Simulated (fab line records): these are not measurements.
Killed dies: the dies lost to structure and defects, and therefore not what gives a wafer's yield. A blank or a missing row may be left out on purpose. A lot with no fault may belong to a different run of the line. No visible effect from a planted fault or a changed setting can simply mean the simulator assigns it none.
The tool behind it: which one? | flow berkeleyCmos170 | Sampling: 14 lots, 42 wafers, 3 of 331 route steps

## WHAT EACH GAUGE READ, for each wafer
UCB170_PFIELD_OVL_MEAS_06.
lot  | measured    | on         | PFIELD_OVL (nm)
L976 | day 4 21:14 | overlay-02 | 2 2 1
L978 | day 5 06:08 | overlay-01 | 4 -3 2
L979 | day 5 06:33 | overlay-01 | 8 5 6
L977 | day 5 06:50 | overlay-02 | 0 -2 6
L980 | day 5 13:39 | overlay-01 | -6 -4 -5
L981 | day 5 13:55 | overlay-01 | -4 -5 -4
L984 | day 6 12:35 | overlay-02 | -6 -5 6
L985 | day 6 21:42 | overlay-01 | 6 1 -3
L990 | day 7 17:49 | overlay-01 | -3 -4 -10
L989 | day 7 18:29 | overlay-02 | 6 2 7
L994 | day 8 07:16 | overlay-01 | 1 -8 -3
L995 | day 8 17:37 | overlay-01 | -6 4 1
L993 | day 8 17:53 | overlay-02 | 4 4 4
L998 | day 9 17:31 | overlay-02 | 1 -1 1

UCB170_GATE_CD_MEAS_12: target cd 350 nm.
lot  | measured     | on       | cdNm (nm)
L976 | day 7 05:47  | cdSem-01 | 351.9 351.5 350.0
L978 | day 7 15:09  | cdSem-02 | 350.7 350.8 350.7
L979 | day 7 14:57  | cdSem-02 | 350.1 349.4 349.7
L977 | day 7 14:55  | cdSem-01 | 349.4 347.9 347.6
L980 | day 7 23:17  | cdSem-01 | 349.2 348.3 349.7
L981 | day 7 22:59  | cdSem-01 | 351.1 349.3 350.3
L984 | day 8 09:44  | cdSem-02 | 346.9 348.8 347.9
L985 | day 9 00:19  | cdSem-01 | 344.6 344.8 345.0
L990 | day 10 00:40 | cdSem-01 | 344.1 343.3 342.5
L989 | day 10 00:27 | cdSem-01 | 348.8 348.6 349.0
L994 | day 10 13:43 | cdSem-01 | 352.8 351.2 351.9
L995 | day 10 23:57 | cdSem-02 | 348.9 348.7 350.3
L993 | day 11 00:16 | cdSem-02 | 349.6 350.1 350.6
L998 | day 12 04:22 | cdSem-01 | 352.0 350.7 349.7

## WHICH TOOL RAN EACH LOT (tool, then ch and the chambers of the sampled wafers, then the start)
lot  | UCB170_GATE_SOFTBAKE_08
L976 | lithoTrack-01 ch 0, day 7 04:00
L978 | lithoTrack-01 ch 0, day 7 14:00
L979 | lithoTrack-03 ch 0, day 7 14:00
L977 | lithoTrack-04 ch 0, day 7 14:00
L980 | lithoTrack-01 ch 0, day 7 22:00
L981 | lithoTrack-03 ch 0, day 7 22:00
L984 | lithoTrack-04 ch 0, day 8 09:00
L985 | lithoTrack-01 ch 0, day 8 23:00
L990 | lithoTrack-01 ch 0, day 9 23:00
L989 | lithoTrack-03 ch 0, day 9 23:00
L994 | lithoTrack-04 ch 0, day 10 12:00
L995 | lithoTrack-03 ch 0, day 10 23:00
L993 | lithoTrack-04 ch 0, day 10 23:00
L998 | lithoTrack-04 ch 0, day 12 03:00
- UCB170_GATE_SOFTBAKE_08: time 60 s.

## AS READ BY THE TOOLS THEMSELVES (means over the sampled wafers that have a number; for cases with no such wafer, the mark the record gives instead)
UCB170_GATE_SOFTBAKE_08.
lot  | tool          | runLengthS (s)
L976 | lithoTrack-01 | 89.10
L978 | lithoTrack-01 | 89.14
L979 | lithoTrack-03 | 88.81
L977 | lithoTrack-04 | 89.24
L980 | lithoTrack-01 | 89.29
L981 | lithoTrack-03 | 88.83
L984 | lithoTrack-04 | 89.16
L985 | lithoTrack-01 | 122.43
L990 | lithoTrack-01 | 122.41
L989 | lithoTrack-03 | 88.82
L994 | lithoTrack-04 | 89.21
L995 | lithoTrack-03 | 88.83
L993 | lithoTrack-04 | 89.24
L998 | lithoTrack-04 | 89.32

## THE ANSWER, worked out from the rows above alone
Rule: the usual values come from the lots themselves. Put in order of their means at a reading, lots are off if they are a third of the lots or fewer, leave a main group of 4 or more, and stand apart from it by a gap of 3 or more times the standard deviation of the main group's means; of several such gaps the widest counts. A main group whose means are all the same, to the digits that the tables above print for the reading, isn't used. A lot without any number at a reading at which 4 lots or more have one is off too. The other lots that the step has rows for count as sound. Order of review: gauges by route order, followed by the tools' own readings, for which a lot's mean as printed above is used. At the first step where some lot is off, the reading lying furthest off is the one used; lots without a number count as furthest.
Off, at UCB170_GATE_SOFTBAKE_08 on runLengthS: L985, L990. Main group: mean 89.08 s, sd 0.19.
If a tool, at that step or one of the process steps before it, ran each lot that is off and ran no sound lot following the first of them, it fits. One fits: UCB170_GATE_SOFTBAKE_08 on lithoTrack-01. Its last sound lot is L980 (day 7 22:00), its first lot that is off L985 (day 8 23:00): a fault that began between those two fits.
On the lots that are off, the tool's own readings at UCB170_GATE_SOFTBAKE_08 differ by more than 5 times the standard deviation of the sound lots' means, which bears it out; runLengthS reads 122.42 s there versus 89.08 s on the sound lots.

## WHAT THE SIMULATOR PUT IN
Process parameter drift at UCB170_GATE_SOFTBAKE_08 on lithoTrack-01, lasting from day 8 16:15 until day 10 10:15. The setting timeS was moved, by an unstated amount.
Shown lots that were struck: L985, L990. The same result came from the rule above.
